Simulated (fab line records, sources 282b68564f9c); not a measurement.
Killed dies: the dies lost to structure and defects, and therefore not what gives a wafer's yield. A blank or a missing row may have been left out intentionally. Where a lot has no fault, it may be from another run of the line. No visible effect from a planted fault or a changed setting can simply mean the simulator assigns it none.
fab line records ; flow rit-cmos
record lots=13; wafers=39; last-day=8
route steps=202 shown ACTIVE@14 FOX2@27 GATE@95 M1@194
lots that met no fault: from a run of the same line without faults
start-h: hours from the record's opening day to when the first of the lot's shown wafers began ; wait-h: hours from the lot's prior step to this one ; " as in the row above ; L1.1+2: a single row standing in for several wafers ; - either no value or no given start ; * or withheld: withheld ; < > ~ a bound
route shown NAME@n: names a module that has steps shown in the file, with the first one's number in the route ; usual: average and standard deviation across the fault-free wafers ; same: alike in all rows ; chamber/n: place in a boat ; sites: per-site readings ; _std_site: their standard deviation ; _edge_site: outer sites' mean less inner sites' ; radius-mm: how far each site lies from the wafer's centre ; mask NAME#n: copy n ; behind: tool/chamber where the wafer was last shaped ; hold: why the lot was held/for how many hours/how that ended ; device: transistor that didn't switch, given as n, p or np ; end of line: tests run on the same wafers once the route is complete ; for a step that has no rows: nothing shown but its recipe ; killed: at the first sort, the dies lost to defects and structure; wafer yield is something else ; map: a wafer's dies, x killed, . not, _ none there
set.NAME: the setting as run; set.NAME@STEP: as run at that earlier step ; model.NAME: the simulator's own value behind a step, which no gauge read
route steps across a sampled set of lots; one table per step, one row per wafer
services: when a tool's chamber went out of use (start-h, in hours from the record's first day, below 0 if earlier), for how many hours, and the reason
## steps
# step RIT_ACTIVE_ETCH_13
# recipe stop-on=SiO2; chemistry=SF6; target=Si3N4; time-s=210; over-etch-frac=0.4; SF6_flow_sccm=200; pressure-mtorr=260; rf-w=125; target-depth-a=2100
# usual drypump-motor-current-A=5.9/0.41; oes-product-au=0.828/0.014; run-length-s=238.3/0.49; throttle-valve-pct=7.57/0.056
lot.wafer;tool;chamber;start-h;wait-h;drypump-motor-current-A;oes-product-au;rf-hours-counter-h;run-length-s;throttle-valve-pct
L851.1;rie-diel-03;2;17.10;0.1;6.3;0.810;25;238.2;7.54
L851.5;rie-diel-03;0;17.10;0.1;5.9;0.812;-;237.6;7.59
L851.6;rie-diel-03;3;17.10;0.1;6.1;0.821;-;238.5;7.56
L852.2;rie-diel-02;0;21.54;0.1;5.3;0.830;37;238.2;7.62
L852.4;rie-diel-02;3;21.54;0.1;5.2;0.850;104;238.9;7.55
L852.6;rie-diel-02;0;21.54;0.1;5.3;0.833;-;238.3;7.60
L853.2;rie-diel-01;0;25.76;0.1;6.0;0.848;30;237.6;7.49
L853.4;rie-diel-01;1;25.76;0.1;5.9;0.850;5;238.7;7.59
L853.6;rie-diel-01;0;25.76;0.1;6.0;0.828;-;238.0;7.48
L854.2;rie-diel-01;0;30.73;0.1;6.0;0.851;30;237.9;7.47
L854.3;rie-diel-01;2;30.73;0.1;6.0;0.800;17;238.3;7.51
L854.4;rie-diel-01;3;30.73;0.1;6.1;0.840;126;238.8;7.59
L857.2;rie-diel-03;2;46.62;0.1;6.3;0.810;25;238.0;7.54
L857.3;rie-diel-03;3;46.62;0.1;6.2;0.816;157;238.9;7.54
L857.5;rie-diel-03;3;46.62;0.1;6.2;0.832;-;238.9;7.56
L858.3;rie-diel-01;1;50.49;0.1;5.9;0.853;6;238.5;7.59
L858.5;rie-diel-01;3;50.49;0.1;6.1;0.849;-;239.1;7.60
L858.6;rie-diel-01;0;50.49;0.1;6.0;0.850;-;237.6;7.49
L860.2;rie-diel-03;1;62.95;0.1;5.6;0.833;6;237.9;7.64
L860.3;rie-diel-03;2;62.95;0.1;6.3;0.807;26;237.9;7.54
L860.6;rie-diel-03;1;62.95;0.1;5.6;0.823;-;238.3;7.63
L863.1;rie-diel-01;3;79.64;0.1;6.1;0.836;127;239.4;7.60
L863.2;rie-diel-01;0;79.64;0.1;6.0;0.834;31;237.7;7.47
L863.6;rie-diel-01;2;79.64;0.1;6.0;0.798;-;238.4;7.52
L864.3;rie-diel-02;1;84.50;0.1;5.5;0.827;6;239.3;7.69
L864.5;rie-diel-02;1;84.50;0.1;5.5;0.830;-;239.4;7.69
L864.6;rie-diel-02;2;84.50;0.1;6.7;0.829;-;237.9;7.54
L868.2;rie-diel-01;0;102.13;0.1;6.0;0.849;31;237.7;7.49
L868.3;rie-diel-01;2;102.13;0.1;6.0;0.814;18;238.2;7.52
L868.6;rie-diel-01;2;102.13;0.1;6.0;0.801;-;238.3;7.52
L869.2;rie-diel-01;0;110.48;0.1;6.0;0.847;31;238.3;7.47
L869.4;rie-diel-01;3;110.48;0.1;6.1;0.845;128;238.8;7.60
L869.6;rie-diel-01;0;110.48;0.1;6.0;0.853;-;237.7;7.47
L871.2;rie-diel-02;2;115.64;0.1;6.7;0.833;103;238.4;7.53
L871.3;rie-diel-02;3;115.64;0.1;5.2;0.842;106;238.9;7.52
L871.4;rie-diel-02;3;115.64;0.1;5.2;0.843;-;239.3;7.54
L873.3;rie-diel-02;3;125.58;0.1;5.2;0.842;106;238.9;7.55
L873.4;rie-diel-02;2;125.58;0.1;6.7;0.826;104;238.3;7.54
L873.5;rie-diel-02;1;125.58;0.1;5.5;0.821;-;239.2;7.69
# step RIT_FOX2_THK_MEAS_90
# recipe reads=SiO2_of_FOX2_OXIDATION_00
# usual FIELD_OXIDE_LEFT_1_THK=309/6.9
lot.wafer;tool;chamber;start-h;wait-h;FIELD_OXIDE_LEFT_1_THK[nm]
L851.1;film-metro-02;-;22.99;0.0;320
L851.5;film-metro-02;-;22.99;0.0;323
L851.6;film-metro-02;-;22.99;0.0;313
L852.2;film-metro-02;-;26.30;0.0;316
L852.4;film-metro-02;-;26.30;0.0;316
L852.6;film-metro-02;-;26.30;0.0;318
L853.2;film-metro-01;-;31.44;0.0;316
L853.4;film-metro-01;-;31.44;0.0;309
L853.6;film-metro-01;-;31.44;0.0;310
L854.2;film-metro-01;-;35.58;0.0;313
L854.3;film-metro-01;-;35.58;0.0;316
L854.4;film-metro-01;-;35.58;0.0;315
L857.2;film-metro-03;-;53.09;0.0;309
L857.3;film-metro-03;-;53.09;0.0;304
L857.5;film-metro-03;-;53.09;0.0;309
L858.3;film-metro-02;-;60.82;0.0;305
L858.5;film-metro-02;-;60.82;0.0;303
L858.6;film-metro-02;-;60.82;0.0;307
L860.2;film-metro-01;-;73.10;0.0;315
L860.3;film-metro-01;-;73.10;0.0;314
L860.6;film-metro-01;-;73.10;0.0;311
L863.1;film-metro-02;-;92.39;0.0;313
L863.2;film-metro-02;-;92.39;0.0;315
L863.6;film-metro-02;-;92.39;0.0;309
L864.3;film-metro-01;-;95.91;0.0;309
L864.5;film-metro-01;-;95.91;0.0;314
L864.6;film-metro-01;-;95.91;0.0;314
L868.2;film-metro-03;-;110.73;0.0;304
L868.3;film-metro-03;-;110.73;0.0;301
L868.6;film-metro-03;-;110.73;0.0;307
L869.2;film-metro-03;-;122.68;0.0;297
L869.4;film-metro-03;-;122.68;0.0;289
L869.6;film-metro-03;-;122.68;0.0;296
L871.2;film-metro-01;-;125.74;0.0;302
L871.3;film-metro-01;-;125.74;0.0;303
L871.4;film-metro-01;-;125.74;0.0;302
L873.3;film-metro-03;-;135.56;0.0;313
L873.4;film-metro-03;-;135.56;0.0;305
L873.5;film-metro-03;-;135.56;0.0;299
# step RIT_GATE_ETCH_19
# recipe chemistry=SF6/CHF3/O2; time-s=165; SF6_flow_sccm=30; CHF3_flow_sccm=30; O2_flow_sccm=5; target=poly-Si; pressure-mtorr=40; rf-w=160; target-depth-a=3125; over-etch-frac=0.25; stop-on=SiO2
# usual O2_flow_sccm=5.000/0.014; drypump-motor-current-A=5.3/0.31; he-backside-leak-sccm=2.64/0.15; oes-product-au=0.870/0.016; run-length-s=193.4/0.54; throttle-valve-pct=10.19/0.13
lot.wafer;tool;chamber;start-h;wait-h;O2_flow_sccm;drypump-motor-current-A;he-backside-leak-sccm;oes-product-au;rf-hours-counter-h;run-length-s;throttle-valve-pct
L851.1;rie-si-01;2;40.59;0.1;5.013;5.1;2.48;0.884;143;193.5;10.25
L851.5;rie-si-01;0;40.59;0.1;4.979;5.5;2.65;0.849;-;192.8;10.40
L851.6;rie-si-01;1;40.59;0.1;5.025;5.2;2.61;0.868;-;193.5;10.05
L852.2;rie-si-02;2;47.50;0.1;4.992;5.7;2.52;0.846;26;192.6;10.09
L852.4;rie-si-02;3;47.50;0.1;4.991;5.6;3.01;0.884;63;193.7;10.18
L852.6;rie-si-02;0;47.50;0.1;4.980;5.6;2.53;0.858;-;193.6;10.12
L853.2;rie-si-01;3;52.54;0.1;4.996;4.9;2.61;0.892;46;193.2;10.08
L853.4;rie-si-01;0;52.54;0.1;4.988;5.5;2.43;0.861;41;192.4;10.42
L853.6;rie-si-01;2;52.54;0.1;4.982;5.1;2.71;0.899;-;194.0;10.26
L854.2;rie-si-02;2;56.52;0.1;5.021;5.7;2.55;0.864;26;192.9;10.10
L854.3;rie-si-02;3;56.52;0.1;4.994;5.7;2.73;0.896;63;193.6;10.15
L854.4;rie-si-02;0;56.52;0.1;5.005;5.6;2.62;0.870;97;193.3;10.14
L857.2;rie-si-01;1;82.80;0.1;4.991;5.3;2.65;0.860;68;193.5;10.04
L857.3;rie-si-01;2;82.80;0.1;4.991;5.1;2.75;0.886;143;193.4;10.25
L857.5;rie-si-01;0;82.80;0.1;5.013;5.5;2.55;0.847;-;192.7;10.40
L858.3;rie-si-02;0;90.50;0.1;4.980;5.6;2.65;0.868;97;193.2;10.13
L858.5;rie-si-02;3;90.50;0.1;5.001;5.6;2.96;0.886;-;193.9;10.14
L858.6;rie-si-02;2;90.50;0.1;4.993;5.7;2.70;0.853;-;192.7;10.10
L860.2;rie-si-02;2;102.48;0.1;5.002;5.7;2.68;0.707;27;239.0;10.10
L860.3;rie-si-02;0;102.48;0.1;5.019;5.6;2.59;0.865;97;192.9;10.13
L860.6;rie-si-02;1;102.48;0.1;5.024;4.9;2.61;0.854;-;194.1;10.36
L863.1;rie-si-01;2;116.13;0.1;5.005;5.1;2.78;0.888;143;193.3;10.26
L863.2;rie-si-01;1;116.13;0.1;4.990;5.2;2.67;0.868;68;193.7;10.05
L863.6;rie-si-01;3;116.13;0.1;5.002;4.9;2.32;0.888;-;193.5;10.07
L864.3;rie-si-01;0;125.43;0.1;4.991;5.5;2.60;0.855;42;192.8;10.40
L864.5;rie-si-01;3;125.43;0.1;4.981;4.9;2.59;0.899;-;193.3;10.09
L864.6;rie-si-01;2;125.43;0.1;5.005;5.1;2.56;0.899;-;193.7;10.26
L868.2;rie-si-01;2;132.68;0.1;5.010;5.1;2.58;0.887;143;194.1;10.24
L868.3;rie-si-01;1;132.68;0.1;4.996;5.2;2.56;0.854;68;193.6;10.04
L868.6;rie-si-01;3;132.68;0.1;5.010;4.9;2.48;0.882;-;193.2;10.09
L869.2;rie-si-01;0;144.52;0.1;5.006;5.4;2.58;0.865;42;192.4;10.41
L869.4;rie-si-01;3;144.52;0.1;5.002;4.9;2.50;0.902;-;193.2;10.09
L869.6;rie-si-01;1;144.52;0.1;4.982;5.2;2.55;0.876;-;193.6;10.05
L871.2;rie-si-01;1;147.96;0.1;5.017;5.2;2.69;0.861;68;193.6;10.05
L871.3;rie-si-01;3;147.96;0.1;5.014;4.9;3.38;0.876;47;194.0;10.07
L871.4;rie-si-01;3;147.96;0.1;4.994;4.9;2.51;0.884;-;193.3;10.08
L873.3;rie-si-01;3;160.19;0.1;4.990;4.9;2.38;0.882;47;193.3;10.07
L873.4;rie-si-01;3;160.19;0.1;5.014;4.9;2.49;0.897;-;193.6;10.08
L873.5;rie-si-01;0;160.19;0.1;4.987;5.4;2.65;0.859;-;192.6;10.40
# step RIT_M1_OVL_MEAS_10
# usual M1_OVL=0.7/1.4
lot.wafer;tool;chamber;start-h;wait-h;M1_OVL[nm]
L851.1;overlay-01;-;60.00;0.1;0.5
L851.5;overlay-01;-;60.00;0.1;2.0
L851.6;overlay-01;-;60.00;0.1;2.4
L852.2;overlay-01;-;68.99;0.1;2.4
L852.4;overlay-01;-;68.99;0.1;-1.1
L852.6;overlay-01;-;68.99;0.1;1.2
L853.2;overlay-02;-;73.34;0.1;-1.4
L853.4;overlay-02;-;73.34;0.1;0.2
L853.6;overlay-02;-;73.34;0.1;0.1
L854.2;overlay-02;-;77.30;0.1;2.1
L854.3;overlay-02;-;77.30;0.1;1.0
L854.4;overlay-02;-;77.30;0.1;1.1
L857.2;overlay-02;-;103.08;0.1;2.7
L857.3;overlay-02;-;103.08;0.1;1.7
L857.5;overlay-02;-;103.08;0.1;1.7
L858.3;overlay-02;-;112.10;0.1;-2.3
L858.5;overlay-02;-;112.10;0.1;0.4
L858.6;overlay-02;-;112.10;0.1;-2.1
L860.2;overlay-02;-;124.79;0.1;2.2
L860.3;overlay-02;-;124.79;0.1;-0.4
L860.6;overlay-02;-;124.79;0.1;2.5
L863.1;overlay-01;-;139.37;0.1;1.2
L863.2;overlay-01;-;139.37;0.1;-0.7
L863.6;overlay-01;-;139.37;0.1;-0.4
L864.3;overlay-02;-;145.39;0.1;1.5
L864.5;overlay-02;-;145.39;0.1;-0.3
L864.6;overlay-02;-;145.39;0.1;0.3
L868.2;overlay-02;-;154.35;0.1;1.0
L868.3;overlay-02;-;154.35;0.1;-0.2
L868.6;overlay-02;-;154.35;0.1;-1.7
L869.2;overlay-01;-;165.45;0.1;0.7
L869.4;overlay-01;-;165.45;0.1;0.9
L869.6;overlay-01;-;165.45;0.1;-1.3
L871.2;overlay-01;-;167.18;0.1;2.4
L871.3;overlay-01;-;167.18;0.1;1.7
L871.4;overlay-01;-;167.18;0.1;3.4
L873.3;overlay-01;-;179.92;0.1;0.1
L873.4;overlay-01;-;179.92;0.1;2.0
L873.5;overlay-01;-;179.92;0.1;0.4
# step RIT_M1_PROBE_99
# usual killed-at-contacts=0.1/0.29; killed-at-front-end=7/3.1; killed-dies=7/3.1; killed-open=3.4/1.9; killed-short=3.6/2.1
# same gross-dies=264; killed_at_M0_to_M3=0; killed_at_M4_up=0; killed-at-back-side=0; killed-at-other=0
lot.wafer;tool;chamber;start-h;wait-h;killed-at-contacts;killed-at-front-end;killed-dies;killed-open;killed-short
L851.1;prober-01;-;62.54;0.1;0;11;11;6;5
L851.5;prober-01;-;62.74;0.2;0;11;11;6;5
L851.6;prober-01;-;62.79;0.2;0;7;7;1;6
L852.2;prober-02;-;71.58;0.1;0;7;7;2;5
L852.4;prober-02;-;71.68;0.2;0;3;3;3;0
L852.6;prober-02;-;71.78;0.2;0;8;8;5;3
L853.2;prober-01;-;75.94;0.1;0;5;5;2;3
L853.4;prober-01;-;76.04;0.2;0;9;9;3;6
L853.6;prober-01;-;76.14;0.2;0;8;8;1;7
L854.2;prober-02;-;79.90;0.1;0;10;10;5;5
L854.3;prober-02;-;79.95;0.2;0;7;7;2;5
L854.4;prober-02;-;80.00;0.2;0;8;8;4;4
L857.2;prober-01;-;105.66;0.1;0;9;9;1;8
L857.3;prober-01;-;105.71;0.2;0;13;13;7;6
L857.5;prober-01;-;105.81;0.2;0;3;3;2;1
L858.3;prober-02;-;115.03;0.2;0;8;8;3;5
L858.5;prober-02;-;115.13;0.2;0;6;6;5;1
L858.6;prober-02;-;115.18;0.2;0;5;5;3;2
L860.2;prober-02;-;127.56;0.1;0;5;5;1;4
L860.3;prober-02;-;127.61;0.2;0;4;4;2;2
L860.6;prober-02;-;127.76;0.2;0;6;6;6;0
L863.1;prober-02;-;142.41;0.1;0;8;8;2;6
L863.2;prober-02;-;142.46;0.1;0;7;7;1;5
L863.6;prober-02;-;142.66;0.2;0;7;7;3;4
L864.3;prober-01;-;149.26;0.2;0;6;6;2;4
L864.5;prober-01;-;149.36;0.2;0;5;5;3;2
L864.6;prober-01;-;149.41;0.2;0;7;7;3;4
L868.2;prober-01;-;156.95;0.1;0;7;7;3;4
L868.3;prober-01;-;157.00;0.2;0;5;5;2;3
L868.6;prober-01;-;157.15;0.2;1;8;9;6;3
L869.2;prober-02;-;168.29;0.1;0;7;7;3;4
L869.4;prober-02;-;168.39;0.2;0;7;7;3;3
L869.6;prober-02;-;168.49;0.2;0;5;5;1;4
L871.2;prober-02;-;169.79;0.1;1;4;5;0;5
L871.3;prober-02;-;169.84;0.2;0;10;10;5;5
L871.4;prober-02;-;169.89;0.2;0;9;9;3;6
L873.3;prober-01;-;183.25;0.2;0;12;12;3;9
L873.4;prober-01;-;183.30;0.2;0;8;8;5;3
L873.5;prober-01;-;183.35;0.2;0;2;2;1;1
# killed by level:class
L851.1 GATE:geometric-particle:short=5 GATE:geometric-particle:open=3 FOX2:geometric-particle:open=2 FOX1:geometric-particle:open=1
L851.5 FOX1:geometric-particle:short=2 GATE:geometric-particle:short=2 GATE:geometric-particle:open=2 REOX:geometric-particle:open=2 FOX1:geometric-particle:open=1 SPACER:geometric-particle:open=1 SPACER:geometric-particle:short=1
L851.6 GATE:geometric-particle:short=3 REOX:geometric-particle:short=2 FOX2:geometric-particle:short=1 GATE:geometric-particle:open=1
L852.2 GATE:geometric-particle:open=2 GATE:geometric-particle:short=2 FOX2:geometric-particle:short=1 SPACER:geometric-particle:short=1 SILICIDE:geometric-particle:short=1
L852.4 GATE:geometric-particle:open=2 SILICIDE:geometric-particle:open=1
L852.6 SILICIDE:geometric-particle:open=3 SILICIDE:geometric-particle:short=2 GATE:geometric-particle:open=1 REOX:geometric-particle:open=1 SPACER:geometric-particle:short=1
L853.2 SPACER:geometric-particle:open=2 ACTIVE:geometric-particle:short=1 REOX:geometric-particle:short=1 SPACER:geometric-particle:short=1
L853.4 FOX1:geometric-particle:open=3 FOX1:geometric-particle:short=2 FOX2:geometric-particle:short=1 GATE:geometric-particle:short=1 REOX:geometric-particle:short=1 SPACER:geometric-particle:short=1
L853.6 GATE:geometric-particle:short=2 REOX:geometric-particle:short=2 FOX2:geometric-particle:short=1 GATE:geometric-particle:open=1 SPACER:geometric-particle:short=1 SILICIDE:geometric-particle:short=1
L854.2 GATE:geometric-particle:short=4 GATE:geometric-particle:open=2 FOX1:geometric-particle:short=1 REOX:geometric-particle:open=1 SPACER:geometric-particle:open=1 SILICIDE:geometric-particle:open=1
L854.3 REOX:geometric-particle:short=3 GATE:geometric-particle:short=1 SPACER:geometric-particle:open=1 SILICIDE:geometric-particle:open=1 SILICIDE:geometric-particle:short=1
L854.4 GATE:geometric-particle:short=3 GATE:geometric-particle:open=3 REOX:geometric-particle:short=1 SILICIDE:geometric-particle:open=1
L857.2 GATE:geometric-particle:short=7 FOX2:geometric-particle:short=1 GATE:geometric-particle:open=1
L857.3 GATE:geometric-particle:short=3 GATE:geometric-particle:open=3 SILICIDE:geometric-particle:open=2 FOX1:geometric-particle:short=1 REOX:geometric-particle:short=1 REOX:geometric-particle:open=1 SPACER:geometric-particle:open=1 SILICIDE:geometric-particle:short=1
L857.5 GATE:geometric-particle:open=1 REOX:geometric-particle:short=1 SILICIDE:geometric-particle:open=1
L858.3 GATE:geometric-particle:short=2 FOX1:geometric-particle:short=1 FOX2:geometric-particle:open=1 FOX2:geometric-particle:short=1 GATE:geometric-particle:open=1 SILICIDE:geometric-particle:open=1 SILICIDE:geometric-particle:short=1
L858.5 FOX1:geometric-particle:open=3 FOX2:geometric-particle:open=1 GATE:geometric-particle:open=1 REOX:geometric-particle:short=1
L858.6 GATE:geometric-particle:open=3 FOX1:geometric-particle:short=1 FOX2:geometric-particle:short=1
L860.2 FOX1:geometric-particle:short=1 GATE:geometric-particle:short=1 SPACER:geometric-particle:short=1 SILICIDE:geometric-particle:short=1 SILICIDE:geometric-particle:open=1
L860.3 GATE:geometric-particle:open=2 REOX:geometric-particle:short=1 SPACER:geometric-particle:short=1
L860.6 REOX:geometric-particle:open=2 SILICIDE:geometric-particle:open=2 FOX1:geometric-particle:open=1 FOX2:geometric-particle:open=1
L863.1 GATE:geometric-particle:short=3 SPACER:geometric-particle:short=2 FOX1:geometric-particle:open=1 FOX2:geometric-particle:short=1 GATE:geometric-particle:open=1
L863.2 FOX1:geometric-particle:short=2 FOX2:geometric-particle:short=1 GATE:geometric-particle:short=1 REOX:geometric-particle:short=1 SPACER:geometric-particle:open=1 PRETRO:coat-microbubble-printed=1
L863.6 GATE:geometric-particle:short=4 GATE:geometric-particle:open=3
L864.3 REOX:geometric-particle:short=2 GATE:geometric-particle:short=1 GATE:geometric-particle:open=1 SILICIDE:geometric-particle:open=1 SILICIDE:geometric-particle:short=1
L864.5 GATE:geometric-particle:open=2 FOX1:geometric-particle:short=1 FOX1:geometric-particle:open=1 SPACER:geometric-particle:short=1
L864.6 GATE:geometric-particle:short=3 GATE:geometric-particle:open=1 REOX:geometric-particle:open=1 SILICIDE:geometric-particle:open=1 SILICIDE:geometric-particle:short=1
L868.2 FOX2:geometric-particle:open=2 FOX2:geometric-particle:short=1 GATE:geometric-particle:short=1 SPACER:geometric-particle:open=1 SPACER:geometric-particle:short=1 SILICIDE:geometric-particle:short=1
L868.3 FOX2:geometric-particle:short=2 GATE:geometric-particle:short=1 GATE:geometric-particle:open=1 SILICIDE:geometric-particle:open=1
L868.6 GATE:geometric-particle:open=2 FOX1:geometric-particle:short=1 FOX1:geometric-particle:open=1 GATE:geometric-particle:short=1 REOX:geometric-particle:open=1 SPACER:geometric-particle:open=1 SILICIDE:geometric-particle:open=1 CONTACT:geometric-particle:short=1
L869.2 GATE:geometric-particle:open=3 FOX1:geometric-particle:short=2 GATE:geometric-particle:short=1 SPACER:geometric-particle:short=1
L869.4 GATE:geometric-particle:short=3 GATE:geometric-particle:open=2 REOX:geometric-particle:open=1 GATE:coat-microbubble-printed=1
L869.6 FOX2:geometric-particle:short=2 REOX:geometric-particle:short=2 GATE:geometric-particle:open=1
L871.2 GATE:geometric-particle:short=2 FOX2:geometric-particle:short=1 SILICIDE:geometric-particle:short=1 CONTACT:geometric-particle:short=1
L871.3 FOX1:geometric-particle:short=3 GATE:geometric-particle:open=2 GATE:geometric-particle:short=2 FOX1:geometric-particle:open=1 FOX2:geometric-particle:open=1 SILICIDE:geometric-particle:open=1
L871.4 GATE:geometric-particle:short=3 SPACER:geometric-particle:short=2 SILICIDE:geometric-particle:open=2 GATE:geometric-particle:open=1 SILICIDE:geometric-particle:short=1
L873.3 GATE:geometric-particle:short=3 FOX2:geometric-particle:short=2 SPACER:geometric-particle:short=2 FOX1:geometric-particle:open=1 FOX1:geometric-particle:short=1 GATE:geometric-particle:open=1 SILICIDE:geometric-particle:open=1 SILICIDE:geometric-particle:short=1
L873.4 SILICIDE:geometric-particle:open=2 GATE:geometric-particle:short=2 FOX2:geometric-particle:open=1 GATE:geometric-particle:open=1 SPACER:geometric-particle:open=1 SILICIDE:geometric-particle:short=1
L873.5 FOX1:geometric-particle:short=1 GATE:geometric-particle:open=1
## services
tool;chamber;start-h;hours;kind
rie-si-01;1;-3.56;13.7;repair
rie-diel-01;3;-2.83;8.1;repair
rie-diel-01;0;9.95;6.1;repair
rie-diel-03;0;27.01;21.0;repair
rie-diel-02;-;41.44;0.3;repair
rie-si-02;0;73.21;3.7;repair
rie-diel-01;1;77.86;14.2;repair
rie-diel-02;0;81.97;1.7;repair
rie-si-02;0;82.46;1.1;repair
rie-diel-02;1;94.60;15.5;repair
rie-diel-03;3;104.68;-;clean
rie-diel-03;3;104.68;14.0;scheduled-down
rie-diel-03;3;104.68;14.0;vent-cycle
rie-diel-02;1;112.11;13.2;repair
rie-si-01;2;140.87;-;clean
rie-si-01;2;140.87;34.3;scheduled-down
rie-si-01;2;140.87;34.3;vent-cycle
rie-diel-01;2;142.01;5.6;repair
## key
first-sign step=RIT_GATE_ETCH_19; reading=run-length-s; direction=up; sigmas=85; usual=*; struck=*
effect step=RIT_GATE_ETCH_19; reading=oes-product-au; direction=down; sigmas=9.9; usual=0.870; struck=0.707
met-at RIT_GATE_ETCH_19
struck-lots L860
struck-wafers L860.2
tester-left-out L860
not-acting-at RIT_ACTIVE_ETCH_13,RIT_FOX2_THK_MEAS_90,RIT_M1_OVL_MEAS_10
onset-between 90.50 102.48
fault kind=process-parameter-drift; tool=rie-si-02; chamber=2; onset-h=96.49; steps=RIT_GATE_ETCH_19; channel=time-s; offset=*; shape=step; end-h=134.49; stated=*
# tester-left-out: of these lots the tester's yield and bins aren't shown, on N5 and GAA mostly nor the transistor test; their killed dies are dies lost to structure and defects alone, not to doping, threshold or leakage, so they don't give the yield
